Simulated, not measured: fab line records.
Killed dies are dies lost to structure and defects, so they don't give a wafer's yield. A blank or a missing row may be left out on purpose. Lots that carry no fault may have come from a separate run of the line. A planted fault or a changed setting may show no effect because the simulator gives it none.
fab line records	flow berkeley-cmos170	part 1 of 2: steps 1 to 28 of 38
[record] lots = 5	wafers = 15	last-day = 12
route steps=331 shown PFIELD@79 FIELD@89 SACOX@97 SCREENOX@100 NVT@104 PVT@115
lots that met no fault: taken from a fault-free run of the same line
start-h: hours from the record's first day to the start of the lot's first wafer shown	wait-h: hours since the lot's step before	" same as the row above	L1.1+2: a row that stands for several wafers	- either no value or no given start	* or withheld: withheld	< > ~ a bound
route shown NAME@n: names a module that has steps shown in the file, with the first one's number in the route	usual: mean and standard deviation over wafers with no fault	same: alike in all rows	chamber/n: place in a boat	sites: per-site readings	_std_site: standard deviation of those values	_edge_site: inner sites' mean taken away from outer sites' mean	radius-mm: for every site, how far away it sits from the centre of the wafer	mask NAME#n: copy n	behind: the last tool/chamber to shape the wafer	hold: cause of the lot's hold/its duration in hours/its outcome	device: the transistor (n, p or np) that didn't switch	end of line: the same wafers' tests at the end of the route	step lacking rows: just its recipe	killed: not the wafer's yield, but the dies lost to structure and defects at the first sort	map: dies across one wafer; x = killed, . = not, _ = none there
set.NAME: the setting as run; set.NAME@STEP: as run at that earlier step	model.NAME: the simulator's own value behind a step, which no gauge read
lots at selected steps of the route; one table per step, one row per wafer
services: the hour from which a tool's chamber was out of use, counted from the record's first day as start-h (under 0 if before that day), plus the number of hours and why
[[steps]]
[step UCB170_PFIELD_HMDS_00]
[recipe] prime-time-s = 60	prime-temp-c = 100
[usual] chill-plate-temp-C = 22.99/0.11
lot.wafer	tool	chamber	start-h	wait-h	chill-plate-temp-C
L074.2	litho-track-03	0	99.59	0.6	23.09
L074.5	"	0	"	"	22.93
L074.6	"	0	"	"	22.95
L075.2	litho-track-03	0	101.04	0.9	23.10
L075.3	"	0	"	"	22.92
L075.4	"	0	"	"	23.09
L080.1	litho-track-01	0	129.94	0.6	23.22
L080.2	"	0	"	"	23.19
L080.6	"	0	"	"	23.29
L090.2	litho-track-04	0	175.68	0.0	22.96
L090.5	"	0	"	"	22.88
L090.6	"	0	"	"	22.90
L094.3	litho-track-01	0	197.60	0.5	22.95
L094.4	"	0	"	"	23.06
L094.6	"	0	"	"	22.86
[step UCB170_PFIELD_COAT_01]
[recipe] resist = KrF	spin-rpm = 1500	resist-thk-nm = 900
[usual] chill-plate-temp-C = 22.99/0.091
lot.wafer	tool	chamber	start-h	wait-h	chill-plate-temp-C
L074.2	litho-track-03	0	99.74	0.1	22.89
L074.5	"	0	"	"	22.91
L074.6	"	0	"	"	22.85
L075.2	litho-track-03	0	101.19	0.1	22.99
L075.3	"	0	"	"	23.02
L075.4	"	0	"	"	23.17
L080.1	litho-track-01	0	130.09	0.1	22.94
L080.2	"	0	"	"	22.94
L080.6	"	0	"	"	22.88
L090.2	litho-track-04	0	175.83	0.1	22.92
L090.5	"	0	"	"	22.95
L090.6	"	0	"	"	23.06
L094.3	litho-track-01	0	197.75	0.1	22.94
L094.4	"	0	"	"	22.84
L094.6	"	0	"	"	23.00
[step UCB170_PFIELD_SOFTBAKE_02]
[recipe] resist = KrF	temp-c = 130	time-s = 60
[usual] chill-plate-temp-C = 22.99/0.11
lot.wafer	tool	chamber	start-h	wait-h	chill-plate-temp-C
L074.2	litho-track-03	0	99.89	0.1	23.03
L074.5	"	0	"	"	23.10
L074.6	"	0	"	"	23.11
L075.2	litho-track-03	0	101.34	0.1	22.96
L075.3	"	0	"	"	23.08
L075.4	"	0	"	"	23.04
L080.1	litho-track-01	0	130.24	0.1	22.85
L080.2	"	0	"	"	22.81
L080.6	"	0	"	"	22.84
L090.2	litho-track-04	0	175.98	0.1	22.92
L090.5	"	0	"	"	23.02
L090.6	"	0	"	"	23.14
L094.3	litho-track-01	0	197.90	0.1	23.01
L094.4	"	0	"	"	22.92
L094.6	"	0	"	"	23.02
[step UCB170_PFIELD_EXPOSE_03]
[recipe] mask-id = PFIELD	na = 0.5	sigma-outer = 0.6	source-shape = conventional	target-cd-nm = 1500	dose-mj = 30
[usual] focus-offset-nm = 0.0/0.5
[same] na = 0.5
lot.wafer	tool	chamber	start-h	wait-h	mask	focus-offset-nm
L074.2	krf-scanner-01	0	100.15	0.2	PFIELD#0	-0.6
L074.5	"	0	"	"	PFIELD#0	-1.0
L074.6	"	0	"	"	PFIELD#0	0.2
L075.2	krf-scanner-01	0	101.48	0.1	PFIELD#0	0.2
L075.3	"	0	"	"	PFIELD#0	0.1
L075.4	"	0	"	"	PFIELD#0	-0.1
L080.1	krf-scanner-01	0	130.41	0.1	PFIELD#0	-0.2
L080.2	"	0	"	"	PFIELD#0	0.5
L080.6	"	0	"	"	PFIELD#0	-0.6
L090.2	krf-scanner-02	0	176.15	0.1	PFIELD#0	0.5
L090.5	"	0	"	"	PFIELD#0	-0.4
L090.6	"	0	"	"	PFIELD#0	-0.3
L094.3	krf-scanner-01	0	198.04	0.1	PFIELD#0	-0.4
L094.4	"	0	"	"	PFIELD#0	-0.9
L094.6	"	0	"	"	PFIELD#0	-0.5
[step UCB170_PFIELD_PEB_04]
[recipe] peb-temp-c = 130	peb-time-s = withheld	resist = KrF
[usual] chill-plate-temp-C = 23.01/0.1
lot.wafer	tool	chamber	start-h	wait-h	chill-plate-temp-C
L074.2	litho-track-01	0	101.15	1.0	23.06
L074.5	"	0	"	"	22.94
L074.6	"	0	"	"	22.98
L075.2	litho-track-04	0	102.04	0.5	23.02
L075.3	"	0	"	"	22.76
L075.4	"	0	"	"	22.89
L080.1	litho-track-04	0	131.29	0.9	23.06
L080.2	"	0	"	"	23.12
L080.6	"	0	"	"	22.90
L090.2	litho-track-01	0	176.35	0.2	23.19
L090.5	"	0	"	"	23.17
L090.6	"	0	"	"	23.05
L094.3	litho-track-01	0	198.78	0.7	23.09
L094.4	"	0	"	"	23.03
L094.6	"	0	"	"	23.08
[step UCB170_PFIELD_DEVELOP_05]
[recipe] developer = TMAH	develop-time-s = 45	resist = KrF	dev-temp-c = 21
[usual] chill-plate-temp-C = 22.99/0.11
lot.wafer	tool	chamber	start-h	wait-h	chill-plate-temp-C
L074.2	litho-track-01	0	-	-	23.04
L074.5	"	0	"	"	23.06
L074.6	"	0	"	"	22.97
L075.2	litho-track-04	0	-	-	22.90
L075.3	"	0	"	"	23.02
L075.4	"	0	"	"	23.04
L080.1	litho-track-04	0	-	-	22.85
L080.2	"	0	"	"	23.07
L080.6	"	0	"	"	23.19
L090.2	litho-track-01	0	-	-	23.12
L090.5	"	0	"	"	22.92
L090.6	"	0	"	"	23.08
L094.3	litho-track-01	0	-	-	23.07
L094.4	"	0	"	"	23.11
L094.6	"	0	"	"	23.08
[step UCB170_PFIELD_OVL_MEAS_06]
[usual] PFIELD_OVL = 2/5.6
lot.wafer	tool	chamber	start-h	wait-h	PFIELD_OVL[nm]
L074.2	overlay-01	-	101.41	-	3
L074.5	"	-	"	"	1
L074.6	"	-	"	"	3
L075.2	overlay-02	-	102.29	-	2
L075.3	"	-	"	"	5
L075.4	"	-	"	"	-2
L080.1	overlay-01	-	131.56	-	-4
L080.2	"	-	"	"	7
L080.6	"	-	"	"	-6
L090.2	overlay-02	-	176.60	-	-7
L090.5	"	-	"	"	-2
L090.6	"	-	"	"	-4
L094.3	overlay-01	-	199.02	-	2
L094.4	"	-	"	"	0
L094.6	"	-	"	"	8
[step UCB170_PFIELD_IMPLANT_07]
[recipe] species = B	dose-cm2 = 2e+13	energy-kev = 80	tilt-deg = 7
[usual] tilt-deg = 7.002/0.02
lot.wafer	tool	chamber	start-h	wait-h	tilt-deg
L074.2	implanter-01	0	101.46	0.0	7.013
L074.5	"	0	"	"	7.006
L074.6	"	0	"	"	7.020
L075.2	implanter-01	0	102.35	0.0	7.014
L075.3	"	0	"	"	6.972
L075.4	"	0	"	"	7.017
L080.1	implanter-02	0	131.60	0.0	6.986
L080.2	"	0	"	"	7.007
L080.6	"	0	"	"	6.995
L090.2	implanter-04	0	176.66	0.0	7.013
L090.5	"	0	"	"	7.001
L090.6	"	0	"	"	7.024
L094.3	implanter-02	0	199.09	0.1	7.001
L094.4	"	0	"	"	6.992
L094.6	"	0	"	"	7.006
[step UCB170_PFIELD_STRIP_08]
[recipe] chemistry = O2	power-w = 400	pressure-mtorr = 3500	platen-temp-c = withheld	o2-flow-sccm = 400	overash-fraction = 0.5
[usual] drypump-motor-current-A = 5.5/0.44	oes-product-au = 0.734/0.0045	strip-time-to-endpoint-s = 21.65/0.075
[same] overash-fraction = 0.5
lot.wafer	tool	chamber	start-h	wait-h	drypump-motor-current-A	oes-product-au	rf-hours-counter-h	strip-time-to-endpoint-s
L074.2	plasma-asher-04	0	101.59	0.1	5.1	0.730	33	21.57
L074.5	"	1	"	"	5.9	0.741	-	21.59
L074.6	"	0	"	"	5.1	0.735	-	21.54
L075.2	plasma-asher-01	1	102.47	0.1	5.6	0.739	37	21.58
L075.3	"	0	"	"	6.2	0.734	-	21.60
L075.4	"	1	"	"	5.6	0.730	-	21.54
L080.1	plasma-asher-04	0	131.75	0.1	5.1	0.738	37	21.61
L080.2	"	1	"	"	6.0	0.733	37	21.61
L080.6	"	1	"	"	6.0	0.741	-	21.61
L090.2	plasma-asher-02	1	176.78	0.1	5.0	0.740	44	21.65
L090.5	"	0	"	"	5.5	0.742	-	21.66
L090.6	"	1	"	"	5.0	0.734	-	21.67
L094.3	plasma-asher-01	1	199.22	0.1	5.6	0.735	-	21.59
L094.4	"	0	"	"	6.2	0.733	-	21.61
L094.6	"	1	"	"	5.6	0.736	-	21.62
[step UCB170_PFIELD_TW_MEAS_09]
[usual] PFIELD_TW = 602/3.5
lot.wafer	tool	chamber	start-h	wait-h	PFIELD_TW
L074.2	film-metro-03	-	101.70	0.1	602
L074.5	"	-	"	"	603
L074.6	"	-	"	"	601
L075.2	film-metro-02	-	102.58	0.1	604
L075.3	"	-	"	"	600
L075.4	"	-	"	"	600
L080.1	film-metro-04	-	131.89	0.1	602
L080.2	"	-	"	"	601
L080.6	"	-	"	"	602
L090.2	film-metro-04	-	176.89	0.1	599
L090.5	"	-	"	"	595
L090.6	"	-	"	"	603
L094.3	film-metro-03	-	199.31	0.1	606
L094.4	"	-	"	"	605
L094.6	"	-	"	"	602
[step UCB170_FIELD_CLEAN_00]
[recipe] chemistry = dHF	dilution = 25:1	time-s = 7.5
lot.wafer	tool	chamber	start-h	wait-h
L074.2+5+6	wet-bench-02	1	103.16	1.5
L075.2+3+4	wet-bench-02	2	103.36	0.8
L080.1+2+6	wet-bench-02	3	131.95	0.1
L090.2+5+6	wet-bench-04	3	176.94	0.0
L094.3+4+6	wet-bench-02	1	199.39	0.1
[step UCB170_FIELD_OXIDATION_01]
[recipe] temp-c = 1000	ambient = H2O	p-h2o-torr = 584.62	target-thk-a = 5583	ox-time-s = 7200
lot.wafer	tool	chamber	start-h	wait-h
L074.2+5+6	furnace-04	0	105.08	1.9
L075.2+3+4	furnace-04	0	105.08	1.7
L080.1+2+6	furnace-02	0	136.26	4.3
L090.2+5+6	furnace-04	0	183.02	6.1
L094.3+4+6	furnace-01	0	202.57	3.2
[step UCB170_FIELD_THK_MEAS_02]
[recipe] reads = SiO2_of_FIELD_OXIDATION_01
[usual] FIELD_OXIDE_THK = 566/14
lot.wafer	tool	chamber	start-h	wait-h	FIELD_OXIDE_THK[nm]
L074.2	film-metro-04	-	108.09	0.0	572
L074.5	"	-	"	"	573
L074.6	"	-	"	"	578
L075.2	film-metro-02	-	108.15	0.1	552
L075.3	"	-	"	"	561
L075.4	"	-	"	"	560
L080.1	film-metro-01	-	139.32	0.1	589
L080.2	"	-	"	"	604
L080.6	"	-	"	"	592
L090.2	film-metro-02	-	186.03	0.0	554
L090.5	"	-	"	"	546
L090.6	"	-	"	"	552
L094.3	film-metro-01	-	205.59	0.0	560
L094.4	"	-	"	"	558
L094.6	"	-	"	"	560
[step UCB170_FIELD_ANNEAL_03]
[recipe] temp-c = 1000	time-s = 1200	ambient = N2
lot.wafer	tool	chamber	start-h	wait-h
L074.2+5+6	furnace-01	0	112.81	4.7
L075.2+3+4	furnace-01	0	112.81	4.6
L080.1+2+6	furnace-01	0	144.46	5.1
L090.2+5+6	furnace-04	0	191.51	5.5
L094.3+4+6	furnace-04	0	206.34	0.7
[step UCB170_FIELD_WET_ETCH_04]
[recipe] chemistry = dHF	dilution = 10:1	target = SiO2	temp-c = 25	time-s = 60
[usual] bath-heat-duty-pct = 6.6/0.84
lot.wafer	tool	chamber	start-h	wait-h	bath-heat-duty-pct
L074.2	wet-bench-02	1	114.14	0.0	6.3
L074.5	"	1	"	"	6.1
L074.6	"	1	"	"	5.1
L075.2	wet-bench-02	3	114.14	0.0	6.7
L075.3	"	3	"	"	5.3
L075.4	"	3	"	"	5.4
L080.1	wet-bench-01	2	145.83	0.0	5.8
L080.2	"	2	"	"	6.9
L080.6	"	2	"	"	5.4
L090.2	wet-bench-01	1	192.98	0.1	6.1
L090.5	"	1	"	"	6.2
L090.6	"	1	"	"	6.4
L094.3	wet-bench-01	1	207.68	0.0	6.1
L094.4	"	1	"	"	6.9
L094.6	"	1	"	"	7.4
[step UCB170_FIELD_WET_ETCH_05]
[recipe] chemistry = H3PO4	target = Si3N4	temp-c = 160	time-s = 12600
[usual] bath-guard-temp-C = 159.9/0.56	bath-heat-duty-pct = 28/3.3
lot.wafer	tool	chamber	start-h	wait-h	bath-guard-temp-C	bath-heat-duty-pct
L074.2	wet-bench-02	1	114.17	0.0	160.0	24
L074.5	"	1	"	"	159.9	26
L074.6	"	1	"	"	160.0	22
L075.2	wet-bench-02	2	114.17	0.0	160.4	28
L075.3	"	2	"	"	160.5	30
L075.4	"	2	"	"	160.1	26
L080.1	wet-bench-01	2	145.88	0.0	160.5	28
L080.2	"	2	"	"	160.2	29
L080.6	"	2	"	"	160.6	26
L090.2	wet-bench-02	3	193.03	0.0	159.5	27
L090.5	"	3	"	"	159.9	26
L090.6	"	3	"	"	160.0	27
L094.3	wet-bench-02	0	207.70	0.0	159.0	28
L094.4	"	0	"	"	159.2	26
L094.6	"	0	"	"	159.0	28
[step UCB170_FIELD_WET_ETCH_06]
[recipe] chemistry = BOE	dilution = 5:1	target = SiO2	temp-c = 25	time-s = 22
[usual] bath-heat-duty-pct = 6.4/0.6
lot.wafer	tool	chamber	start-h	wait-h	bath-heat-duty-pct
L074.2	wet-bench-01	1	117.67	0.0	6.2
L074.5	"	1	"	"	7.3
L074.6	"	1	"	"	6.2
L075.2	wet-bench-01	0	117.67	0.0	6.7
L075.3	"	0	"	"	7.1
L075.4	"	0	"	"	7.4
L080.1	wet-bench-02	1	149.60	0.2	6.5
L080.2	"	1	"	"	5.4
L080.6	"	1	"	"	6.2
L090.2	wet-bench-02	3	197.24	0.0	6.4
L090.5	"	3	"	"	6.1
L090.6	"	3	"	"	7.0
L094.3	wet-bench-04	3	211.21	0.0	5.6
L094.4	"	3	"	"	6.2
L094.6	"	3	"	"	5.9
[step UCB170_FIELD_THK_MEAS_90]
[recipe] reads = SiO2_of_FIELD_OXIDATION_01
[usual] FIELD_OXIDE_LEFT_1_THK = 450/14
lot.wafer	tool	chamber	start-h	wait-h	FIELD_OXIDE_LEFT_1_THK[nm]
L074.2	film-metro-04	-	117.91	0.2	457
L074.5	"	-	"	"	458
L074.6	"	-	"	"	462
L075.2	film-metro-01	-	117.98	0.3	436
L075.3	"	-	"	"	445
L075.4	"	-	"	"	444
L080.1	film-metro-02	-	149.61	0.0	473
L080.2	"	-	"	"	487
L080.6	"	-	"	"	476
L090.2	film-metro-01	-	197.26	0.0	438
L090.5	"	-	"	"	430
L090.6	"	-	"	"	435
L094.3	film-metro-04	-	211.24	0.0	445
L094.4	"	-	"	"	443
L094.6	"	-	"	"	444
[step UCB170_SACOX_CLEAN_00]
[recipe] chemistry = dHF	dilution = 25:1	time-s = 7.5
lot.wafer	tool	chamber	start-h	wait-h
L074.2+5+6	wet-bench-02	1	117.96	0.0
L075.2+3+4	wet-bench-02	1	118.03	0.0
L080.1+2+6	wet-bench-01	3	149.77	0.1
L090.2+5+6	wet-bench-02	2	197.31	0.0
L094.3+4+6	wet-bench-02	1	211.28	0.0
[step UCB170_SACOX_OXIDATION_01]
[recipe] temp-c = 900	ambient = O2	target-thk-a = 144	ox-time-s = 2400
lot.wafer	tool	chamber	start-h	wait-h
L074.2+5+6	furnace-01	0	121.16	3.2
L075.2+3+4	furnace-01	0	121.16	3.1
L080.1+2+6	furnace-01	0	152.97	3.2
L090.2+5+6	furnace-02	0	200.28	3.0
L094.3+4+6	furnace-04	0	215.04	3.7
[step UCB170_SACOX_THK_MEAS_02]
[recipe] reads = SiO2_of_SACOX_OXIDATION_01
[usual] SACOX_OXIDE_THK = 14.37/0.25
lot.wafer	tool	chamber	start-h	wait-h	SACOX_OXIDE_THK[nm]
L074.2	film-metro-02	-	122.83	0.0	14.34
L074.5	"	-	"	"	14.24
L074.6	"	-	"	"	14.16
L075.2	film-metro-02	-	122.89	0.1	14.09
L075.3	"	-	"	"	14.38
L075.4	"	-	"	"	14.02
L080.1	film-metro-01	-	154.70	0.1	14.24
L080.2	"	-	"	"	14.34
L080.6	"	-	"	"	14.20
L090.2	film-metro-03	-	201.95	0.0	14.68
L090.5	"	-	"	"	14.25
L090.6	"	-	"	"	14.54
L094.3	film-metro-03	-	216.73	0.0	14.16
L094.4	"	-	"	"	14.20
L094.6	"	-	"	"	14.08
[step UCB170_SCREENOX_WET_ETCH_00]
[recipe] chemistry = dHF	dilution = 25:1	target = SiO2	temp-c = 25	time-s = 200
[usual] bath-heat-duty-pct = 6.2/0.44
lot.wafer	tool	chamber	start-h	wait-h	bath-heat-duty-pct
L074.2	wet-bench-02	3	123.53	0.7	6.2
L074.5	"	3	"	"	6.9
L074.6	"	3	"	"	6.0
L075.2	wet-bench-02	3	123.53	0.6	6.2
L075.3	"	3	"	"	6.4
L075.4	"	3	"	"	6.0
L080.1	wet-bench-02	1	154.76	0.1	6.1
L080.2	"	1	"	"	5.7
L080.6	"	1	"	"	5.5
L090.2	wet-bench-02	2	202.00	0.0	6.6
L090.5	"	2	"	"	5.4
L090.6	"	2	"	"	5.9
L094.3	wet-bench-02	1	216.77	0.0	6.1
L094.4	"	1	"	"	6.4
L094.6	"	1	"	"	6.5
[step UCB170_SCREENOX_OXIDATION_01]
[recipe] temp-c = 900	ambient = O2	target-thk-a = 144	ox-time-s = 2400
lot.wafer	tool	chamber	start-h	wait-h
L074.2+5+6	furnace-02	0	124.89	1.3
L075.2+3+4	furnace-02	0	124.89	1.3
L080.1+2+6	furnace-02	0	157.54	2.7
L090.2+5+6	furnace-04	0	207.68	5.6
L094.3+4+6	furnace-04	0	220.81	4.0
[step UCB170_SCREENOX_THK_MEAS_02]
[recipe] reads = SiO2_of_SCREENOX_OXIDATION_01
[usual] SCREENOX_OXIDE_THK = 14.46/0.27
lot.wafer	tool	chamber	start-h	wait-h	SCREENOX_OXIDE_THK[nm]
L074.2	film-metro-04	-	126.57	0.0	14.22
L074.5	"	-	"	"	14.32
L074.6	"	-	"	"	14.09
L075.2	film-metro-01	-	126.63	0.1	14.58
L075.3	"	-	"	"	14.64
L075.4	"	-	"	"	14.66
L080.1	film-metro-03	-	159.27	0.1	14.93
L080.2	"	-	"	"	14.61
L080.6	"	-	"	"	14.71
L090.2	film-metro-01	-	209.35	0.0	14.04
L090.5	"	-	"	"	13.84
L090.6	"	-	"	"	14.13
L094.3	film-metro-03	-	222.50	0.0	14.09
L094.4	"	-	"	"	14.09
L094.6	"	-	"	"	14.16
[step UCB170_SCREENOX_ANNEAL_03]
[recipe] temp-c = 900	time-s = 900	ambient = N2
lot.wafer	tool	chamber	start-h	wait-h
L074.2+5+6	furnace-04	0	129.47	2.9
L075.2+3+4	furnace-04	0	129.47	2.8
L080.1+2+6	furnace-02	0	165.71	6.4
L090.2+5+6	furnace-02	0	214.54	5.2
L094.3+4+6	furnace-02	0	227.21	4.7
[step UCB170_NVT_HMDS_00]
[recipe] prime-time-s = 60	prime-temp-c = 100
[usual] chill-plate-temp-C = 22.98/0.11
lot.wafer	tool	chamber	start-h	wait-h	chill-plate-temp-C
L074.2	litho-track-02	0	131.50	0.8	23.19
L074.5	"	0	"	"	23.08
L074.6	"	0	"	"	23.16
L075.2	litho-track-04	0	131.59	0.9	22.72
L075.3	"	0	"	"	22.79
L075.4	"	0	"	"	22.84
L080.1	litho-track-04	0	167.41	0.5	23.15
L080.2	"	0	"	"	23.02
L080.6	"	0	"	"	23.05
L090.2	litho-track-01	0	215.82	0.0	22.87
L090.5	"	0	"	"	22.80
L090.6	"	0	"	"	22.83
L094.3	litho-track-01	0	228.93	0.5	22.86
L094.4	"	0	"	"	22.82
L094.6	"	0	"	"	23.03
[step UCB170_NVT_COAT_01]
[recipe] resist = KrF	spin-rpm = 1500	resist-thk-nm = 900
[usual] chill-plate-temp-C = 22.98/0.1
lot.wafer	tool	chamber	start-h	wait-h	chill-plate-temp-C
L074.2	litho-track-02	0	131.65	0.1	23.00
L074.5	"	0	"	"	22.91
L074.6	"	0	"	"	23.03
L075.2	litho-track-04	0	131.74	0.1	22.95
L075.3	"	0	"	"	22.95
L075.4	"	0	"	"	23.11
L080.1	litho-track-04	0	167.56	0.1	23.08
L080.2	"	0	"	"	23.11
L080.6	"	0	"	"	23.05
L090.2	litho-track-01	0	215.97	0.1	22.89
L090.5	"	0	"	"	22.87
L090.6	"	0	"	"	22.93
L094.3	litho-track-01	0	229.08	0.1	22.92
L094.4	"	0	"	"	22.93
L094.6	"	0	"	"	22.86
[step UCB170_NVT_SOFTBAKE_02]
[recipe] resist = KrF	temp-c = 130	time-s = 60
[usual] chill-plate-temp-C = 22.99/0.1
lot.wafer	tool	chamber	start-h	wait-h	chill-plate-temp-C
L074.2	litho-track-02	0	131.80	0.1	23.11
L074.5	"	0	"	"	23.19
L074.6	"	0	"	"	23.21
L075.2	litho-track-04	0	131.89	0.1	23.22
L075.3	"	0	"	"	23.13
L075.4	"	0	"	"	23.02
L080.1	litho-track-04	0	167.71	0.1	22.97
L080.2	"	0	"	"	23.07
L080.6	"	0	"	"	23.03
L090.2	litho-track-01	0	216.12	0.1	22.90
L090.5	"	0	"	"	23.12
L090.6	"	0	"	"	22.96
L094.3	litho-track-01	0	229.23	0.1	23.06
L094.4	"	0	"	"	23.07
L094.6	"	0	"	"	23.11
